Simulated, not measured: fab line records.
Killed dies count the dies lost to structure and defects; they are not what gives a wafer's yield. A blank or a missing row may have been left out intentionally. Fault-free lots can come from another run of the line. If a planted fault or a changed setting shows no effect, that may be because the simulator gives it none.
The same fault as seen by 2 desks / flow berkeley cmos170 / numbers are kept per desk, each desk with only its own; the story behind them comes last

== METROLOGY DESK ==
What the gauges read for every lot (on any tool): the sampled wafers with a number, averaged. Any lot whose mean is over 4 standard deviations away from the usual mean is out of limits and marked OUT; that distance is given in the brackets.
Columns: A = PSD_RS at UCB170_SDANNEAL_RS_MEAS_02, usual 75.6 ohm/sq; B = NSD_RS at UCB170_SDANNEAL_RS_MEAS_03, usual 37.30 ohm/sq; C = PLDD_RS at UCB170_SDANNEAL_RS_MEAS_04, usual 1032 ohm/sq; D = NLDD_RS at UCB170_SDANNEAL_RS_MEAS_05, usual 616.8 ohm/sq; E = SILICIDE_TI_RS at UCB170_SILICIDE_RS_MEAS_02, usual 26.0 ohm/sq; F = SILICIDE_TI_THK at UCB170_SILICIDE_THK_MEAS_03, usual 30.6 nm
lot=L793; first seen here=day 7 03:18; A=75.9; B=37.37; C=1028; D=617.0; E=26.3; F=30.2
lot=L798; first seen here=day 8 00:43; A=75.7; B=37.26; C=1032; D=617.3; E=26.4; F=30.4
lot=L801; first seen here=day 8 10:34; A=75.4; B=37.24; C=1030; D=617.8; E=27.4 (+4.2) OUT; F=29.2 (-4.0) OUT
lot=L800; first seen here=day 8 11:04; A=75.6; B=37.21; C=1025; D=614.2; E=26.6; F=30.1
lot=L804; first seen here=day 9 06:40; A=75.6; B=37.37; C=1035; D=617.7; E=25.8; F=30.9
lot=L808; first seen here=day 10 19:34; A=75.7; B=37.36; C=1035; D=621.0; E=26.0; F=30.5
This desk finds L801 out of limits, with the earliest case on L801 at day 8 11:09 (SILICIDE_TI_RS at UCB170_SILICIDE_RS_MEAS_02). Within limits: L793, L798, L800, L804, L808.

== TOOL OWNER'S DESK, pvd sputter-02 ==
The tool's own readings at UCB170_SILICIDE_SPUTTER_01 (material Ti, target thk 30 nm, time 25 s): means of the sampled wafers that have a number, for each lot that ran on this tool. Any lot whose mean is over 4 standard deviations away from the usual mean is out of limits and marked OUT; that distance is given in the brackets.
Columns: A = chamber pressure pa at UCB170_SILICIDE_SPUTTER_01, usual 0.4998 Pa; B = throttle valve pct at UCB170_SILICIDE_SPUTTER_01, usual 30.3 %
lot=L798; first seen here=day 8 01:16; A=0.5006; B=31.1
lot=L801; first seen here=day 8 11:07; A=0.5005; B=31.2
lot=L800; first seen here=day 8 11:34; A=0.5002; B=31.0
This desk's finding: nothing out of limits on any of the 3 lots.

== PUT TOGETHER ==
An alarm was possible from the metrology desk at day 8 11:09, on L801.
The desk of the tool owner found nothing out of limits.
The tool owner's desk has L801 on record, within its limits.
All the named lots went through UCB170_SILICIDE_SPUTTER_01 on pvd sputter-02.

== WHAT THE SIMULATOR HAD PUT IN ==
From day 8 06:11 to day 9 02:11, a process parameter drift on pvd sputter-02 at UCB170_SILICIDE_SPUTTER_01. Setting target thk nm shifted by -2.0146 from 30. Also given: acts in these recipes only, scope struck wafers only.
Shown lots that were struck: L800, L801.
Per desk, hours elapsed from the start of the fault to the first reading out of limits: for the metrology desk, 5.
